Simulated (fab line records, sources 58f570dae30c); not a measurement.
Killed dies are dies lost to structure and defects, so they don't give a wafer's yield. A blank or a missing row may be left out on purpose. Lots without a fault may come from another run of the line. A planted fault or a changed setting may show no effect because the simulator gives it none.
One fault seen from 2 desks | flow berkeley_cmos170 | each desk has only its own numbers; what lay behind them comes last

THE TOOL OWNER'S DESK: pecvd-02
The tool's own readings at UCB170_V1_CVD_00 (deposits SiO2 from TEOS/O2, target thk 2000 nm, time 250 s): means of the sampled wafers that have a number, for each lot that ran on this tool. A lot is out of limits, marked OUT, if its mean lies more than 4 standard deviations from the usual mean; the brackets give that distance.
Columns: A = heater_power_w at UCB170_V1_CVD_00, usual 247 W; B = rf_fwd_power_W at UCB170_V1_CVD_00, usual 548.7 W
lot  | first seen here | A   | B
L248 | day 8 13:12     | 299 | 549.3
L249 | day 9 06:51     | 234 | 548.7
L252 | day 9 11:19     | 340 | 548.9
L261 | day 11 10:08    | 344 | 547.1
L265 | day 12 14:17    | 359 | 549.8
L266 | day 12 17:01    | 332 | 546.4
This desk's finding: nothing out of limits on any of the 6 lots.

THE METROLOGY DESK
What the gauges read, lot by lot, whatever tool the lot ran on: means of the sampled wafers that have a number. A lot is out of limits, marked OUT, if its mean lies more than 4 standard deviations from the usual mean; the brackets give that distance.
Columns: A = V1_TEOS_THK at UCB170_V1_THK_MEAS_01, usual 2005 nm
lot  | first seen here | A
L247 | day 8 12:02     | 2024
L248 | day 8 13:22     | 2001
L246 | day 8 14:42     | 2022
L249 | day 9 07:01     | 1984
L251 | day 9 10:09     | 1989
L252 | day 9 11:30     | 1972
L255 | day 9 23:59     | 2008
L254 | day 10 01:20    | 1977
L261 | day 11 10:23    | 1984
L267 | day 12 13:11    | 2004
L265 | day 12 14:26    | 2587 (+24) OUT
L269 | day 12 15:50    | 2028
L268 | day 12 17:11    | 2032
L266 | day 12 17:11    | 2628 (+26) OUT
This desk's finding: out of limits on L265, L266; first on L265, day 12 14:26 (V1_TEOS_THK at UCB170_V1_THK_MEAS_01). In limits: L247, L248, L246, L249, L251, L252, L255, L254, L261, L267, L269, L268.

PUT TOGETHER
The metrology desk could have raised an alarm at day 12 14:26, on L265, L266.
The tool owner's desk saw nothing out of limits.
The tool owner's desk has L265, L266 on record, within its limits.
Of the lots named, all ran UCB170_V1_CVD_00 on pecvd-02.

WHAT THE SIMULATOR HAD PUT IN
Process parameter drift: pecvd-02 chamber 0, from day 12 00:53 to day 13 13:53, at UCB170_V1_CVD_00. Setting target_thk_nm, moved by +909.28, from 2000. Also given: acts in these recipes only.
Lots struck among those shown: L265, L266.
Hours from the fault's start to each desk's first reading out of limits: the metrology desk, 14.
